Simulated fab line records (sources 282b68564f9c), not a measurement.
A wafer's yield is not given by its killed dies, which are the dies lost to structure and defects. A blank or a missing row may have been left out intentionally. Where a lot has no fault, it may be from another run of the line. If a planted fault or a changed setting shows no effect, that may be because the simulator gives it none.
fab line records | flow ritCmos
record: lots: 6 wafers: 18 lastDay: 7
route steps=202 shown CONTACT@180 M1@184
lots that met no fault: from a run of the same line without faults
startH: the number of hours between the record's first day and the start of the first shown wafer of the lot | waitH: hours elapsed since this lot's preceding step | " repeats the value in the row above | L1.1+2: several wafers, shown together as one row | - either no value or no given start | * or withheld: withheld | < > ~ a bound
route shown NAME@n: NAME is a module with steps in the file, n the number in the route of the first one | usual: the fault-free wafers' mean and standard deviation | same: alike in all rows | chamber/n: place in a boat | sites: each site's reading | _std_site: the values' standard deviation | _edge_site: mean of outer sites minus mean of inner sites | radiusMm: for every site, how far away it sits from the centre of the wafer | mask NAME#n: copy n | behind: the most recent tool/chamber to have shaped the wafer | hold: what put the lot on hold/how long, in hours/how the hold closed | device: which transistor (n, p or np) failed to switch | end of line: the tests these same wafers got at the end of their route | step lacking rows: just its recipe | killed: at the first sort, the dies lost to defects and structure; wafer yield is something else | map: shows each die of a wafer: x if killed, . if not, _ if none is there
set.NAME: setting as actually run; set.NAME@STEP: the setting as run at that earlier step | model.NAME: the simulator's own value behind a step, which no gauge read
lots at selected steps of the route; one table per step, one row per wafer
services: a tool's chamber out of use, with start hour (startH, from the record's first day; less than 0 if before it), hours out, and reason
== steps ==
step: RIT_CONTACT_STRIP_12
recipe: chemistry: O2 timeS: 180 resist: NOVOLAK platenTempC: withheld powerW: 500 pressureMtorr: 4000 o2FlowSccm: 4000
usual: drypumpMotorCurrentA: 5.55/0.22
columns lot.wafer tool chamber startH waitH drypumpMotorCurrentA rfHoursCounterH
L816.1 plasmaAsher-03 1 98.02 0.1 5.18 45
L816.2 " 0 " " 5.55 45
L816.5 " 1 " " 5.14 -
L818.4 plasmaAsher-03 1 105.00 0.2 5.21 -
L818.5 " 0 " " 5.54 -
L818.6 " 1 " " 5.21 -
L820.2 plasmaAsher-02 1 116.65 0.1 5.78 49
L820.3 " 1 " " 5.79 -
L820.6 " 1 " " 5.78 -
L822.1 plasmaAsher-02 1 123.04 0.1 5.81 50
L822.2 " 0 " " 5.48 50
L822.4 " 0 " " 5.49 -
L825.1 plasmaAsher-02 0 143.47 0.1 5.50 52
L825.2 " 1 " " 5.81 52
L825.5 " 0 " " 5.51 -
L829.2 plasmaAsher-03 0 163.41 0.1 5.52 4
L829.3 " 0 " " 5.54 -
L829.6 " 0 " " 5.52 -
step: RIT_CONTACT_CD_MEAS_90
recipe: targetCdNm: 1000
usual: cdNm: 999.8/2.3
columns lot.wafer tool chamber startH waitH cdNm
L816.1 cdSem-01 - 98.20 0.1 1001.9
L816.2 " - " " 1003.4
L816.5 " - " " 1001.6
L818.4 cdSem-01 - 105.20 0.1 999.4
L818.5 " - " " 996.8
L818.6 " - " " 996.3
L820.2 cdSem-01 - 116.84 0.1 1000.0
L820.3 " - " " 998.7
L820.6 " - " " 996.9
L822.1 cdSem-02 - 123.22 0.1 1001.6
L822.2 " - " " 999.9
L822.4 " - " " 1000.8
L825.1 cdSem-02 - 143.65 0.1 1001.4
L825.2 " - " " 1000.5
L825.5 " - " " 1002.6
L829.2 cdSem-01 - 163.60 0.1 999.2
L829.3 " - " " 999.0
L829.6 " - " " 997.8
step: RIT_CONTACT_CLEAN_13
recipe: chemistry: SC1 mix: 3:3:50 timeS: 600 tempC: 75
step: RIT_CONTACT_CLEAN_14
recipe: chemistry: SC2 mix: 3:3:50 timeS: 600 tempC: 75 dry: n2Spin
step: RIT_M1_SPUTTER_00
recipe: material: Al targetThkNm: 400 powerW: 2000 chamberPressurePa: 0.4 gas: Ar timeS: 500 substrateTempC: 25
usual: throttleValvePct: 29.9/1.5
columns lot.wafer tool chamber startH waitH throttleValvePct
L816.1 pvdSputter-04 - 98.87 0.0 29.7
L816.2 " - " " 28.3
L816.5 " - " " 29.8
L818.4 pvdSputter-02 - 105.61 0.0 32.6
L818.5 " - " " 32.6
L818.6 " - " " 30.5
L820.2 pvdSputter-04 - 117.29 0.0 28.3
L820.3 " - " " 29.6
L820.6 " - " " 28.0
L822.1 pvdSputter-04 - 123.69 0.0 31.5
L822.2 " - " " 28.3
L822.4 " - " " 29.8
L825.1 pvdSputter-01 - 144.13 0.0 32.7
L825.2 " - " " 31.0
L825.5 " - " " 31.1
L829.2 pvdSputter-01 - 164.08 0.0 28.7
L829.3 " - " " 32.6
L829.6 " - " " 28.1
step: RIT_M1_RS_MEAS_01
recipe: thkMeasGauge: four-point-probe reads: Al_of_M1_SPUTTER_00
usual: M1_AL_RS: 0.0735/0.00073
columns lot.wafer tool chamber startH waitH M1_AL_RS[ohm/sq]
L816.1 filmMetro-01 - 99.17 0.1 0.0733
L816.2 " - " " 0.0744
L816.5 " - " " 0.0735
L818.4 filmMetro-02 - 105.96 0.2 0.0734
L818.5 " - " " 0.0736
L818.6 " - " " 0.0726
L820.2 filmMetro-02 - 117.61 0.2 0.0737
L820.3 " - " " 0.0725
L820.6 " - " " 0.0748
L822.1 filmMetro-01 - 123.98 0.1 0.0720
L822.2 " - " " 0.0737
L822.4 " - " " 0.0723
L825.1 filmMetro-01 - 144.43 0.1 0.0746
L825.2 " - " " 0.0738
L825.5 " - " " 0.0737
L829.2 filmMetro-02 - 164.40 0.2 0.0747
L829.3 " - " " 0.0741
L829.6 " - " " 0.0733
step: RIT_M1_THK_MEAS_02
recipe: thkMeasGauge: xrf reads: Al_of_M1_SPUTTER_00
usual: M1_AL_THK: 400/4.9
columns lot.wafer tool chamber startH waitH M1_AL_THK[nm]
L816.1 filmMetro-01 - 99.29 0.1 400
L816.2 " - " " 397
L816.5 " - " " 401
L818.4 filmMetro-02 - 106.05 0.1 396
L818.5 " - " " 397
L818.6 " - " " 401
L820.2 filmMetro-02 - 117.72 0.1 396
L820.3 " - " " 398
L820.6 " - " " 393
L822.1 filmMetro-01 - 124.10 0.1 408
L822.2 " - " " 400
L822.4 " - " " 407
L825.1 filmMetro-01 - 144.55 0.1 397
L825.2 " - " " 402
L825.5 " - " " 402
L829.2 filmMetro-02 - 164.51 0.1 389
L829.3 " - " " 394
L829.6 " - " " 395
step: RIT_M1_HMDS_03
recipe: primeTimeS: 60 primeTempC: 140
step: RIT_M1_COAT_04
recipe: resist: NOVOLAK spinRpm: 2000 resistThkNm: 1300
step: RIT_M1_SOFTBAKE_05
recipe: resist: NOVOLAK tempC: 90 timeS: 60
step: RIT_M1_EXPOSE_06
recipe: maskId: M12 na: 0.6 sourceShape: conventional sigmaOuter: 0.5 targetCdNm: 2600 doseMj: 250
step: RIT_M1_PEB_07
recipe: resist: NOVOLAK tempC: withheld timeS: withheld
step: RIT_M1_DEVELOP_08
recipe: resist: NOVOLAK developTimeS: 65.48 devTempC: 23
usual: chillPlateTempC: 22.99/0.11 developTimeS: 65.48/0
columns lot.wafer tool chamber startH waitH chillPlateTempC developTimeS
L816.1 lithoTrack-03 0 100 - 22.95 65.48
L816.2 " 0 " " 23.04 65.48
L816.5 " 0 " " 22.97 65.48
L818.4 lithoTrack-01 0 106 - 23.02 65.48
L818.5 " 0 " " 22.92 65.48
L818.6 " 0 " " 22.93 65.48
L820.2 lithoTrack-04 - 118 - - -
L820.3 " - " " - -
L820.6 " - " " - -
L822.1 lithoTrack-03 - 125 - - -
L822.2 " - " " - -
L822.4 " - " " - -
L825.1 lithoTrack-03 0 145 - 22.97 65.48
L825.2 " 0 " " 23.02 65.48
L825.5 " 0 " " 22.92 65.48
L829.2 lithoTrack-04 0 165 - 23.19 65.48
L829.3 " 0 " " 23.02 65.48
L829.6 " 0 " " 23.06 65.48
step: RIT_M1_CD_MEAS_09
recipe: targetCdNm: 2600
usual: cdNm: 2600.6/2.4
columns lot.wafer tool chamber startH waitH cdNm
L816.1 cdSem-01 - 100.26 - 2604.4
L816.2 " - " " 2604.5
L816.5 " - " " 2603.4
L818.4 cdSem-01 - 107.02 - 2601.7
L818.5 " - " " 2599.7
L818.6 " - " " 2601.8
L820.2 cdSem-01 - 118.67 - -
L820.3 " - " " -
L820.6 " - " " -
L822.1 cdSem-01 - 125.17 - -
L822.2 " - " " -
L822.4 " - " " -
L825.1 cdSem-01 - 145.49 - 2599.9
L825.2 " - " " 2599.1
L825.5 " - " " 2599.5
L829.2 cdSem-02 - 165.58 - 2601.0
L829.3 " - " " 2601.6
L829.6 " - " " 2602.6
== services ==
columns tool chamber startH hours kind
pvdSputter-01 - 78.45 3.6 repair
pvdSputter-01 - 85.88 3.1 repair
plasmaAsher-03 - 108.75 9.0 pm
plasmaAsher-03 0 108.75 9.0 ventCycle
plasmaAsher-03 1 108.75 9.0 ventCycle
plasmaAsher-03 0 117.75 - clean
plasmaAsher-03 1 117.75 - clean
plasmaAsher-02 - 128.20 0.5 repair
pvdSputter-02 - 133.18 21.3 repair
plasmaAsher-03 - 138.30 0.8 repair
plasmaAsher-03 - 142.61 4.9 repair
plasmaAsher-02 - 154.47 3.4 repair
== key ==
firstSign: step: RIT_M1_DEVELOP_08 reading: toolRecord direction: missing
effect none on later readings
metAt RIT_M1_DEVELOP_08
struckWafers L820.2,L820.3,L820.6,L822.1,L822.2,L822.4
laterRowsLeftOut L820.2,L820.3,L820.6,L822.1,L822.2,L822.4
sortLeftOut L820.2,L820.3,L820.6,L822.1,L822.2,L822.4
onsetBetween 106 118
fault: kind: skippedStepWhole tool: lithoTrack-01,lithoTrack-03,lithoTrack-04 chamber: - onsetH: 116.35 steps: RIT_M1_DEVELOP_08 scope: struckLotsOnly
sortLeftOut: the simulated sort isn't trusted on such a fault, so these wafers' sort isn't shown, and their yield isn't known
laterRowsLeftOut: the simulator's readings of these wafers behind a module that went badly wrong aren't trusted and aren't shown, but for the sort
